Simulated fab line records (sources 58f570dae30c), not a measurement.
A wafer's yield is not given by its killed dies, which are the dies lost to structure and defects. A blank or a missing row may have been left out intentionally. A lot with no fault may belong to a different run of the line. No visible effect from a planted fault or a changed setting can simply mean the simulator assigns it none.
Which of the tools did it? | flow berkeley cmos170 | Sampling: 14 lots, 42 wafers, 4 of 331 route steps

## WHAT THE GAUGES READ, wafer by wafer
No reading from a measuring or inspecting step in the record can be judged against a usual standard deviation.

## WHAT TOOL EACH LOT RAN ON (gives the tool, then ch and the chambers of the sampled wafers, and finally the start)
lot  | UCB170_PVT_DEVELOP_05             | UCB170_SPACER_ETCHBACK_03          | UCB170_CONTACT_RTA_08            | UCB170_M2_ETCH_17
L133 | litho track-03 ch 0, day 7 17:00  | rie diel-02 ch 0,2,3, day 8 23:01  | rtp anneal-02 ch 0, day 9 10:34  | rie diel-01 ch 0,2,3, day 9 20:48
L136 | litho track-04 ch 0, day 8 04:00  | rie diel-02 ch 1,2,3, day 9 06:49  | rtp anneal-01 ch 0, day 9 17:35  | rie diel-03 ch 0,2,3, day 10 05:35
L135 | litho track-04 ch 0, day 8 04:00  | rie diel-01 ch 0,2, day 9 06:49    | rtp anneal-02 ch 0, day 9 17:23  | rie diel-01 ch 0,2, day 10 04:01
L137 | litho track-02 ch 0, day 8 10:00  | rie diel-01 ch 0,1, day 9 14:32    | rtp anneal-02 ch 0, day 9 23:43  | rie diel-01 ch 1,2,3, day 10 13:29
L138 | litho track-02 ch 0, day 8 10:00  | rie diel-03 ch 1,2, day 9 14:32    | rtp anneal-01 ch 0, day 9 23:45  | rie diel-01 ch 0,2,3, day 10 14:13
L141 | litho track-03 ch 0, day 9 03:00  | rie diel-01 ch 0,1,3, day 10 01:55 | rtp anneal-02 ch 0, day 10 14:34 | rie diel-02 ch 0,1,3, day 11 01:02
L139 | litho track-03 ch 0, day 9 04:00  | rie diel-02 ch 0,1,3, day 10 01:55 | rtp anneal-01 ch 0, day 10 15:09 | rie diel-03 ch 1,2,3, day 11 02:23
L142 | litho track-04 ch 0, day 9 09:00  | rie diel-01 ch 1,2,3, day 10 14:28 | rtp anneal-02 ch 0, day 11 01:37 | rie diel-03 ch 0,2,3, day 11 14:50
L143 | litho track-02, day 9 09:00       | rie diel-02 ch 2,3, day 10 14:28   | rtp anneal-02 ch 0, day 11 00:25 | rie diel-03 ch 0,1,3, day 11 12:51
L144 | litho track-04, day 9 14:00       | rie diel-03 ch 0,2,3, day 10 14:28 | rtp anneal-01 ch 0, day 10 23:35 | rie diel-01 ch 1,2,3, day 11 11:51
L148 | litho track-02 ch 0, day 10 12:00 | rie diel-03 ch 0,1,3, day 11 11:41 | rtp anneal-01 ch 0, day 12 05:26 | rie diel-02 ch 1,2, day 16 15:37
L146 | litho track-04 ch 0, day 10 12:00 | rie diel-01 ch 0,2, day 11 11:41   | rtp anneal-01 ch 0, day 12 05:22 | rie diel-02 ch 0,2,3, day 16 12:37
L147 | litho track-03 ch 0, day 10 12:00 | rie diel-02 ch 0,3, day 11 11:41   | rtp anneal-02 ch 0, day 12 05:22 | rie diel-03 ch 0,2, day 16 11:11
L150 | litho track-04 ch 0, day 10 23:00 | rie diel-02 ch 0,1,3, day 11 23:16 | rtp anneal-02 ch 0, day 12 11:01 | rie diel-01 ch 0,3, day 16 15:25
- UCB170_PVT_DEVELOP_05: develop time 45 s.
- UCB170_SPACER_ETCHBACK_03: etches SiO2 in CHF3/CF4/Ar, stops on Si, target depth 376 nm, time 100 s.
- UCB170_CONTACT_RTA_08: time 10 s.
- UCB170_M2_ETCH_17: etches BARC in N2/H2.

## WHAT THE TOOLS THEMSELVES READ (means of the sampled wafers that have a number; where no wafer has one, the mark that the record gives instead)
UCB170_PVT_DEVELOP_05.
lot  | tool           | chill plate temp C (C) | developer temp C (C)
L133 | litho track-03 | 22.83                  | 21.11
L136 | litho track-04 | 23.05                  | 20.88
L135 | litho track-04 | 23.09                  | 20.91
L137 | litho track-02 | 22.96                  | 21.00
L138 | litho track-02 | 22.92                  | 21.00
L141 | litho track-03 | 22.98                  | 20.95
L139 | litho track-03 | 22.98                  | 21.01
L142 | litho track-04 | 22.98                  | 21.03
L143 | litho track-02 | -                      | -
L144 | litho track-04 | -                      | -
L148 | litho track-02 | 23.02                  | 21.06
L146 | litho track-04 | 23.04                  | 20.95
L147 | litho track-03 | 23.07                  | 21.00
L150 | litho track-04 | 23.11                  | 20.98

UCB170_SPACER_ETCHBACK_03.
lot  | tool        | drypump motor current A (A) | oes product au (a.u.) | throttle valve pct (%)
L133 | rie diel-02 | 5.9                         | 0.912                 | 6.37
L136 | rie diel-02 | 5.7                         | 0.892                 | 6.36
L135 | rie diel-01 | 5.6                         | 0.925                 | 6.41
L137 | rie diel-01 | 5.7                         | 0.937                 | 6.41
L138 | rie diel-03 | 5.6                         | 0.892                 | 6.51
L141 | rie diel-01 | 5.7                         | 0.915                 | 6.44
L139 | rie diel-02 | 6.1                         | 0.900                 | 6.39
L142 | rie diel-01 | 5.6                         | 0.899                 | 6.47
L143 | rie diel-02 | 5.7                         | 0.927                 | 6.29
L144 | rie diel-03 | 5.6                         | 0.887                 | 6.45
L148 | rie diel-03 | 5.6                         | 0.891                 | 6.46
L146 | rie diel-01 | 5.8                         | 0.921                 | 6.39
L147 | rie diel-02 | 6.2                         | 0.915                 | 6.35
L150 | rie diel-02 | 6.1                         | 0.907                 | 6.39

UCB170_CONTACT_RTA_08.
lot  | tool          | lamp power pct (%) | wafer_temp_C_max
L133 | rtp anneal-02 | 24.3               | 903.3
L136 | rtp anneal-01 | 23.2               | 902.1
L135 | rtp anneal-02 | 24.3               | 903.4
L137 | rtp anneal-02 | 24.3               | 904.5
L138 | rtp anneal-01 | 23.2               | 902.3
L141 | rtp anneal-02 | 24.3               | 904.3
L139 | rtp anneal-01 | 23.2               | 901.9
L142 | rtp anneal-02 | 24.3               | 904.2
L143 | rtp anneal-02 | 24.3               | 903.7
L144 | rtp anneal-01 | 23.2               | 902.2
L148 | rtp anneal-01 | 23.3               | 902.6
L146 | rtp anneal-01 | 23.2               | 902.4
L147 | rtp anneal-02 | 24.3               | 903.4
L150 | rtp anneal-02 | 24.3               | 904.0

UCB170_M2_ETCH_17.
lot  | tool        | drypump motor current A (A) | oes product au (a.u.) | throttle valve pct (%)
L133 | rie diel-01 | 5.7                         | 1.020                 | 13.21
L136 | rie diel-03 | 5.6                         | 1.000                 | 13.27
L135 | rie diel-01 | 5.8                         | 1.030                 | 13.18
L137 | rie diel-01 | 5.6                         | 1.008                 | 13.30
L138 | rie diel-01 | 5.7                         | 1.024                 | 13.21
L141 | rie diel-02 | 6.1                         | 1.001                 | 13.20
L139 | rie diel-03 | 5.5                         | 0.999                 | 13.40
L142 | rie diel-03 | 5.6                         | 0.999                 | 13.26
L143 | rie diel-03 | 5.6                         | 1.004                 | 13.32
L144 | rie diel-01 | 5.6                         | 1.002                 | 13.29
L148 | rie diel-02 | 5.4                         | 1.003                 | 13.11
L146 | rie diel-02 | 5.9                         | 1.009                 | 13.15
L147 | rie diel-03 | 5.7                         | 0.992                 | 13.16
L150 | rie diel-01 | 5.8                         | 1.017                 | 13.20

## THE ANSWER, worked out from the rows above alone
Rule: what is usual is taken from the lots themselves. The widest of any qualifying gaps counts: lots, ordered by their means at a reading, are off when they make up no more than a third of the lots, leave a main group of 4 or more, and stand apart from it by 3 or more times the standard deviation of that group's means. A main group is skipped when, at the precision printed for the reading in the tables above, its means are all equal. A lot without any number at a reading at which 4 lots or more have one is off too. The other lots that the step has rows for count as sound. After the gauges, taken in route order, come the tools' own readings; for these a lot's mean is taken, as printed above. The first step at which some lot is off is used, and at that step the reading that is off furthest; a lot without a number counts as furthest.
Off at UCB170_PVT_DEVELOP_05 (chill plate temp C): L143, L144. Without a number there: L143, L144. For the main group the mean is 23.00 C and the standard deviation 0.075.
If a tool, at that step or one of the process steps before it, ran each lot that is off and ran no sound lot following the first of them, it fits. No candidate that was tried fits.

## WHAT HAD BEEN PUT IN BY THE SIMULATOR
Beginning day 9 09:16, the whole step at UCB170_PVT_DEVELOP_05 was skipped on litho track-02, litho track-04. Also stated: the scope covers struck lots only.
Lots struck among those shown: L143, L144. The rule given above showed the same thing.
